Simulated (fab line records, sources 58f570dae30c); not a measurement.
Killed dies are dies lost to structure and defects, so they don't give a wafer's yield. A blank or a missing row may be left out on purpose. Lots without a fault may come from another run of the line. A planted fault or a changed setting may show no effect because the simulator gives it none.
Which tool did it? | flow berkeley_cmos170 | 13 lots, 39 wafers sampled, at 3 steps of a route of 331

WHAT THE GAUGES READ, wafer by wafer
UCB170_SILICIDE_RS_MEAS_02: measures by four-point-probe.
lot  | measured     | on            | SILICIDE_TI_RS (ohm/sq)
L737 | day 6 11:57  | film_metro-01 | 25.6 26.1 25.8
L739 | day 7 02:45  | film_metro-04 | 25.8 26.2 25.7
L740 | day 7 12:16  | film_metro-03 | 26.9 25.6 25.8
L742 | day 7 12:14  | film_metro-04 | 25.3 26.2 25.4
L741 | day 7 12:24  | film_metro-01 | 25.4 25.6 25.5
L744 | day 8 01:23  | film_metro-03 | 25.9 25.8 26.0
L745 | day 8 04:39  | film_metro-04 | 25.9 26.0 25.7
L747 | day 8 06:57  | film_metro-04 | 25.4 26.3 25.3
L750 | day 9 14:17  | film_metro-04 | 25.7 26.0 25.8
L752 | day 9 14:28  | film_metro-04 | 25.8 47.8 25.4
L756 | day 10 09:56 | film_metro-01 | 25.3 26.0 26.2
L758 | day 10 20:32 | film_metro-04 | 25.6 25.5 25.6
L759 | day 10 21:04 | film_metro-01 | 26.1 25.7 25.7

UCB170_SILICIDE_THK_MEAS_03: measures by xrf.
lot  | measured     | on            | SILICIDE_TI_THK (nm)
L737 | day 6 12:04  | film_metro-01 | 30.3 29.7 30.1
L739 | day 7 02:52  | film_metro-04 | 30.3 29.7 30.4
L740 | day 7 12:22  | film_metro-03 | 29.3 30.6 30.3
L742 | day 7 12:21  | film_metro-04 | 30.8 29.7 30.7
L741 | day 7 12:31  | film_metro-01 | 30.6 30.3 30.6
L744 | day 8 01:29  | film_metro-03 | 30.3 30.3 30.1
L745 | day 8 04:46  | film_metro-04 | 30.0 30.0 30.1
L747 | day 8 07:04  | film_metro-04 | 30.7 29.7 30.6
L750 | day 9 14:23  | film_metro-04 | 30.3 30.1 29.9
L752 | day 9 14:34  | film_metro-04 | 30.1 18.0 30.7
L756 | day 10 10:04 | film_metro-01 | 30.5 30.1 29.8
L758 | day 10 20:39 | film_metro-04 | 30.4 30.6 30.4
L759 | day 10 21:11 | film_metro-01 | 30.0 30.3 30.3

WHICH TOOL RAN EACH LOT (tool, then ch and the chambers of the sampled wafers, then the start)
lot  | UCB170_SILICIDE_SPUTTER_01
L737 | pvd_sputter-01, day 6 11:54
L739 | pvd_sputter-02, day 7 02:43
L740 | pvd_sputter-02, day 7 12:12
L742 | pvd_sputter-04, day 7 12:12
L741 | pvd_sputter-01, day 7 12:22
L744 | pvd_sputter-04, day 8 01:19
L745 | pvd_sputter-01, day 8 04:37
L747 | pvd_sputter-04, day 8 06:55
L750 | pvd_sputter-01, day 9 14:12
L752 | pvd_sputter-04, day 9 14:23
L756 | pvd_sputter-01, day 10 09:55
L758 | pvd_sputter-01, day 10 20:30
L759 | pvd_sputter-01, day 10 21:01
- UCB170_SILICIDE_SPUTTER_01: material Ti, target thk 30 nm, time 25 s.

WHAT THE TOOLS THEMSELVES READ (means of the sampled wafers that have a number; where no wafer has one, the mark that the record gives instead)
UCB170_SILICIDE_SPUTTER_01.
lot  | tool           | throttle_valve_pct (%)
L737 | pvd_sputter-01 | 30.0
L739 | pvd_sputter-02 | 29.6
L740 | pvd_sputter-02 | 29.9
L742 | pvd_sputter-04 | 29.4
L741 | pvd_sputter-01 | 29.9
L744 | pvd_sputter-04 | 30.3
L745 | pvd_sputter-01 | 30.0
L747 | pvd_sputter-04 | 29.9
L750 | pvd_sputter-01 | 29.8
L752 | pvd_sputter-04 | 29.7
L756 | pvd_sputter-01 | 29.8
L758 | pvd_sputter-01 | 30.1
L759 | pvd_sputter-01 | 29.8

THE ANSWER, worked out from the rows above alone
Rule: what is usual is taken from the lots themselves. Put in order of their means at a reading, lots are off if they are a third of the lots or fewer, leave a main group of 4 or more, and stand apart from it by a gap of 3 or more times the standard deviation of the main group's means; of several such gaps the widest counts. A main group whose means are all the same, to the digits that the tables above print for the reading, isn't used. A lot without any number at a reading at which 4 lots or more have one is off too. The other lots that the step has rows for count as sound. The gauges are gone through in route order, then the tools' own readings, and for those a lot's mean is taken as printed above. The first step at which some lot is off is used, and at that step the reading that is off furthest; a lot without a number counts as furthest.
Off: L752, at UCB170_SILICIDE_RS_MEAS_02 (SILICIDE_TI_RS). The main group: mean 25.8 ohm/sq, standard deviation 0.16.
A tool fits if, at a process step before that reading, it ran every lot that is off, and no sound lot after the first of them. The gauges at UCB170_SILICIDE_RS_MEAS_02 are tried like those tools. One fits: pvd_sputter-04 at UCB170_SILICIDE_SPUTTER_01. Its last sound lot is L747 (day 8 06:55), its first lot that is off L752 (day 9 14:23): a fault that began between those two fits.

WHAT THE SIMULATOR HAD PUT IN
Process parameter drift: pvd_sputter-04, from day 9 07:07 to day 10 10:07, at UCB170_SILICIDE_SPUTTER_01. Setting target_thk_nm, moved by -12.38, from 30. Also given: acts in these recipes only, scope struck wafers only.
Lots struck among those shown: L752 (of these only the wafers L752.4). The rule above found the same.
